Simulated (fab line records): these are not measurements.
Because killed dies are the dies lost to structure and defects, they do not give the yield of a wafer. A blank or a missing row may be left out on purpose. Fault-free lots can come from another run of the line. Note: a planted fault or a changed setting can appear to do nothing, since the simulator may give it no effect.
Split-lot experiment	flow rit-cmos	23 wafers read from 5 lots, route of 202 steps

THE SPLIT ITSELF
At RIT_CONTACT_DEVELOP_07 (develop time 120 s), the setting develop-time-s was moved away from the recipe's 120 s on 6 of the 23 wafers read, by -6.6% to +14.8%. All remaining wafers had this setting at the recipe value.

FROM THE SPLIT TO THE READING: what the file shows between them, 4 steps
- RIT_CONTACT_CD_MEAS_08: target cd 1000 nm
- RIT_CONTACT_HARDBAKE_10: time 60 s
- RIT_CONTACT_ETCH_11: etches SiO2 in CHF3/CF4/Ar, stops on TiSi2, target depth 480 nm, time 320 s
- RIT_CONTACT_STRIP_12: strips in O2, time 180 s

THE READING
cd-nm at RIT_CONTACT_CD_MEAS_90, given in nm (cd target 1000 nm). Typical for fault-free wafers on this fab line: 998.0 nm, with standard deviation 2.1 nm.

wafer	tool, chamber at the split	develop-time-s as run, s	against the recipe	cd-nm, nm	against lot-mates on the recipe
L074.1	litho-track-01, 0	120	recipe	1002.2	-
L074.2	litho-track-01, 0	120	recipe	1001.7	-
L074.3	litho-track-01, 0	120	recipe	1001.1	-
L074.4	litho-track-01, 0	120	recipe	999.7	-
L074.6	litho-track-01, 0	120	recipe	1002.4	-
L076.1	litho-track-01, 0	137.8	+14.8%	1011.7	+13.3
L076.3	litho-track-01, 0	120	recipe	998.7	-
L076.4	litho-track-01, 0	137.8	+14.8%	1008.3	+9.9
L076.5	litho-track-01, 0	120	recipe	997.9	-
L076.6	litho-track-01, 0	120	recipe	998.7	-
L077.1	litho-track-01, 0	112.1	-6.6%	990.1	-8.4
L077.2	litho-track-01, 0	120	recipe	998.3	-
L077.3	litho-track-01, 0	120	recipe	998.5	-
L077.4	litho-track-01, 0	120	recipe	998.7	-
L077.6	litho-track-01, 0	112.1	-6.6%	993.0	-5.5
L080.3	litho-track-04, 0	120	recipe	993.6	-
L080.5	litho-track-04, 0	120	recipe	995.0	-
L080.6	litho-track-04, 0	120	recipe	994.6	-
L082.1	litho-track-04, 0	130.9	+9.1%	1004.0	+6.9
L082.3	litho-track-04, 0	120	recipe	996.0	-
L082.4	litho-track-04, 0	130.9	+9.1%	1005.1	+8.0
L082.5	litho-track-04, 0	120	recipe	997.5	-
L082.6	litho-track-04, 0	120	recipe	997.9	-

FIT RESULTS
A straight line over all 23 wafers: cd-nm changes by +0.803 nm for each +1% of develop-time-s; r = +0.88; the points scatter about the line by 2.4 nm.
The same after taking each lot's own level away (the mean of its wafers on the recipe; 23 wafers): +0.834 nm for each +1%; r = +0.97; scatter 1.1 nm.
Per that fit: largest develop-time-s move, reading shift of 12 nm.
From 994.40 to 1001.42 nm: that is the span of the lots' own levels, equal to 3.3 times the standard deviation above.
So the lot-to-lot level changes the slope little: the two slopes agree.
Check: with one of the wafers moved furthest among these (+14.8%) left out of the fit, the line predicts +11.6 nm for it against its lot-mates. It came out at +13.3 nm against them.

THE WHOLE CHAIN: every reading that the file lists as answering this split, in the file's order
step	what it does	reading	change (the file's fit)	r (the file's)
RIT_CONTACT_CD_MEAS_08	target cd 1000 nm	cd-nm	+0.851 nm for each +1% of the setting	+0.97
RIT_CONTACT_ETCH_11	etches SiO2 in CHF3/CF4/Ar, stops on TiSi2, target depth 480 nm, time 320 s	CONTACT.cd-nm (the simulator's own value, which no gauge read)	+0.838 nm for each +1% of the setting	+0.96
RIT_CONTACT_CD_MEAS_90	target cd 1000 nm	cd-nm	+0.822 nm for each +1% of the setting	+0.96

FILE'S OWN FIT
cd-nm changes by +0.822 nm for each +1% of develop-time-s, r = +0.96.
